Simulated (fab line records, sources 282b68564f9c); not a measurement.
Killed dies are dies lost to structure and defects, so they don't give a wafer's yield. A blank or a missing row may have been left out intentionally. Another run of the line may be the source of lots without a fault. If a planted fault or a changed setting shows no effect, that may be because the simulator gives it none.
A struck lot beside a sound one | flow rit cmos | 20 steps out of a route of 202
Sound: the wafers L626.2, L626.3, L626.5. The struck wafers were L629.2, L629.3, L629.5. At the end, the cause is stated.
Order at every step that has rows: each side's tool, ch and its chambers, its first start. Under that, the readings that differ: sound wafers | struck wafers | difference of the means | sigmas: that difference in standard deviations of wafers without a fault.
alike: same words and numbers on both sides, and readings whose means sit less than 2 such deviations apart. not compared: any withheld reading, any reading some wafer has no value for, any bound like >300 that may hide the same value, and any number with overlapping values for which the record gives no deviation.
A row with sigmas, a row that says differs or no value, or rows on one side alone: a step with any of these is where the two part. When numbers do not overlap yet have no deviation, they are printed without sigmas and do not part them. A reading that every wafer of one side lacks parts them only if that side has two wafers or more.

RIT_CONTACT_CD_MEAS_08 targets a cd of 1000 nm.
  sound on cd sem-01 at day 5 11:41; struck on cd sem-01 at day 6 03:44
  alike: cd nm
RIT_CONTACT_OVL_MEAS_09:
  sound on overlay-02 at day 5 11:47; struck on overlay-01 at day 6 03:50
  alike: CONTACT_OVL
then, 1 step without rows for these wafers: RIT_CONTACT_HARDBAKE_10 (time 60 s).
RIT_CONTACT_ETCH_11: etches SiO2 in CHF3/CF4/Ar, stops on TiSi2, target depth 480 nm, time 320 s.
  sound on rie diel-01 ch 2,3, day 5 11:58; struck on rie diel-01 ch 0,3, day 6 04:01
  alike: drypump motor current A, oes product au, throttle valve pct
  not compared: rf hours counter h
RIT_CONTACT_STRIP_12: strips in O2, time 180 s.
  sound on plasma asher-04 ch 0,1, day 5 12:10; struck on plasma asher-01 ch 0,1, day 6 04:13
  alike: drypump motor current A
  not compared: rf hours counter h
RIT_CONTACT_CD_MEAS_90 targets a cd of 1000 nm.
  sound on cd sem-01 at day 5 12:21; struck on cd sem-02 at day 6 04:24
  alike: cd nm
then, 2 steps without rows for these wafers: RIT_CONTACT_CLEAN_13 (cleans in SC1, time 600 s); RIT_CONTACT_CLEAN_14 (cleans in SC2, time 600 s).
RIT_M1_SPUTTER_00: material Al, target thk 400 nm, time 500 s.
  sound on pvd sputter-03 at day 5 12:50; struck on pvd sputter-04 at day 6 04:53
  alike: throttle valve pct
RIT_M1_RS_MEAS_01: measures by four-point-probe.
  sound on film metro-03 at day 5 13:09; struck on film metro-04 at day 6 05:12
  reading           | sound                | struck               | difference | sigmas
  M1_AL_RS (ohm/sq) | 0.0739 0.0752 0.0743 | 0.0761 0.0753 0.0768 | +0.0016    | +2
RIT_M1_THK_MEAS_02: measures by xrf.
  sound on film metro-03 at day 5 13:16; struck on film metro-04 at day 6 05:19
  reading        | sound       | struck      | difference | sigmas
  M1_AL_THK (nm) | 394 388 391 | 377 382 375 | -13        | -3
then, 1 step without rows for these wafers: RIT_M1_HMDS_03 (prime time 60 s).
RIT_M1_COAT_04: resist thk 1300 nm.
  struck on litho track-02, day 6 05:32; sound on litho track-04 ch 0, day 5 13:29
  no value came back on the struck wafers for chill plate temp C (C), dispense pressure kPa (kPa), resist line temp C (C); on the sound wafers chill plate temp C (C) reads 22.98 22.98 22.96
then, 4 steps without rows for these wafers: RIT_M1_SOFTBAKE_05 (time 60 s); RIT_M1_EXPOSE_06 (exposes mask M12, target cd 2600 nm); RIT_M1_PEB_07; RIT_M1_DEVELOP_08 (develop time 68 s).
RIT_M1_CD_MEAS_09 targets a cd of 2600 nm.
  sound on cd sem-01 at day 5 14:13; struck on cd sem-02 at day 6 06:16
  reading    | sound                | struck | difference                    | sigmas
  cd nm (nm) | 2596.1 2598.2 2595.4 | - - -  | no value on the struck wafers |
RIT_M1_OVL_MEAS_10:
  sound on overlay-01 at day 5 14:19; struck on overlay-02 at day 6 06:22
  reading     | sound         | struck | difference                    | sigmas
  M1_OVL (nm) | -1.4 0.5 -0.4 | - - -  | no value on the struck wafers |
RIT_M1_PROBE_99:
  sound on prober-01 at day 5 16:54; struck on prober-02 at day 6 08:58
  reading                  | sound             | struck         | difference | sigmas
  defect limited yield (%) | 95.8 99.6 98.9    | 0 0 0          | -98        | -89
  killed_at_M0_to_M3       | 0 0 0             | 259 255 259    | +258       |
  killed dies              | 11 1 3            | 264 264 264    | +259       | +89
  killed on rim            | 1 0 0             | 70 70 70       | +70        | +50
  sort_bin_5_function (%)  | 1.9 0 1.1         | 99.2 98.5 99.6 | +98.1      | +99 or more
  sort n pass              | 253.0 263.0 261.0 | 0 0 0          | -259       | -89
  sort yield pct (%)       | 95.8 99.6 98.9    | 0 0 0          | -98        | -89
  alike: killed at contacts, killed at front end, killed open, killed short, sort_bin_3_pad_short, sort_bin_6_memory

WHERE THEY PART
First at RIT_M1_RS_MEAS_01; last, within this record, at RIT_M1_PROBE_99.

WHY: whatever the simulator had introduced
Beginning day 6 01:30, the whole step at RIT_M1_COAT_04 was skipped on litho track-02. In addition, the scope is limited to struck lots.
